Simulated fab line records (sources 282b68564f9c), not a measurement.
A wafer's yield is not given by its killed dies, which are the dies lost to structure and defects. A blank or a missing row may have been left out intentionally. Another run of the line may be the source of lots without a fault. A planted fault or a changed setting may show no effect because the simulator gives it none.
Comparing a struck lot with a sound one -- flow rit cmos -- 14 out of 202 route steps
Sound: the wafers L544.2, L544.3, L544.5. Wafers L552.1, L552.2, L552.5 were the ones struck. At the end, the cause is stated.
For every step that has rows: the tool of each side, followed by ch and its chambers, followed by its first start. Under that, the readings that differ: sound wafers -- struck wafers -- difference of the means -- sigmas: that difference in standard deviations of wafers without a fault.
alike: a reading whose means differ by less than 2 such deviations, as well as words and numbers matching on both sides. not compared: withheld readings; readings where some wafer has no value; bounds like >300 that might hide an equal value; numbers whose values overlap and for which the record gives no deviation.
A row with sigmas, a row that says differs or no value, or rows on one side alone: a step with any of these is where the two part. Non-overlapping numbers with no deviation appear without sigmas and do not part them. A reading that every wafer of one side lacks parts them only if that side has two wafers or more.

first, 1 step without rows for these wafers: RIT_NSD_IMPLANT_08.
RIT_NSD_STRIP_09: strips in O2, time 180 s.
  sound on plasma asher-02 ch 0,1, day 3 06:15; struck on plasma asher-02 ch 0,1, day 4 22:53
  alike: chamber pressure mTorr, drypump motor current A, o2 flow sccm
  not compared: rf hours counter h
RIT_NSD_TW_MEAS_10:
  sound on film metro-02 at day 3 06:26; struck on film metro-04 at day 4 23:04
  alike: NSD_TW
then, 6 steps without rows for these wafers: RIT_PSD_HMDS_00 (prime time 60 s); RIT_PSD_COAT_01 (resist thk 1000 nm); RIT_PSD_SOFTBAKE_02 (time 60 s); RIT_PSD_EXPOSE_03 (exposes mask M10, target cd 40900 nm); RIT_PSD_PEB_04; RIT_PSD_DEVELOP_05 (develop time 50 s).
RIT_PSD_OVL_MEAS_06:
  sound on overlay-01 at day 3 07:28; struck on overlay-02 at day 5 00:06
  alike: PSD_OVL
then, 2 steps without rows for these wafers: RIT_PSD_HARDBAKE_07 (time 60 s); RIT_PSD_IMPLANT_08.
RIT_PSD_STRIP_09: strips in O2, time 180 s.
  sound on plasma asher-02 ch 0,1, day 3 07:48; struck on plasma asher-02 ch 0,1, day 5 00:26
  no value came back on the struck wafers for chamber pressure mTorr (mTorr), drypump motor current A (A), o2 flow sccm (sccm); on the sound wafers chamber pressure mTorr (mTorr) reads 4007 4001 4005
reading,sound,struck,difference,sigmas
model.NOVOLAK_of_PSD_COAT_01.thk nm (nm),0 0 0,885.6 883.5 880.7,+883.3,
  not compared: rf hours counter h
RIT_PSD_TW_MEAS_10:
  sound on film metro-04 at day 3 07:59; struck on film metro-04 at day 5 00:37
  alike: PSD_TW

== WHERE THEY PART ==
Within this record, at RIT_PSD_STRIP_09 only. Later steps at which nothing parts them and some readings are alike: RIT_PSD_TW_MEAS_10.

WHY: what the simulator had put in
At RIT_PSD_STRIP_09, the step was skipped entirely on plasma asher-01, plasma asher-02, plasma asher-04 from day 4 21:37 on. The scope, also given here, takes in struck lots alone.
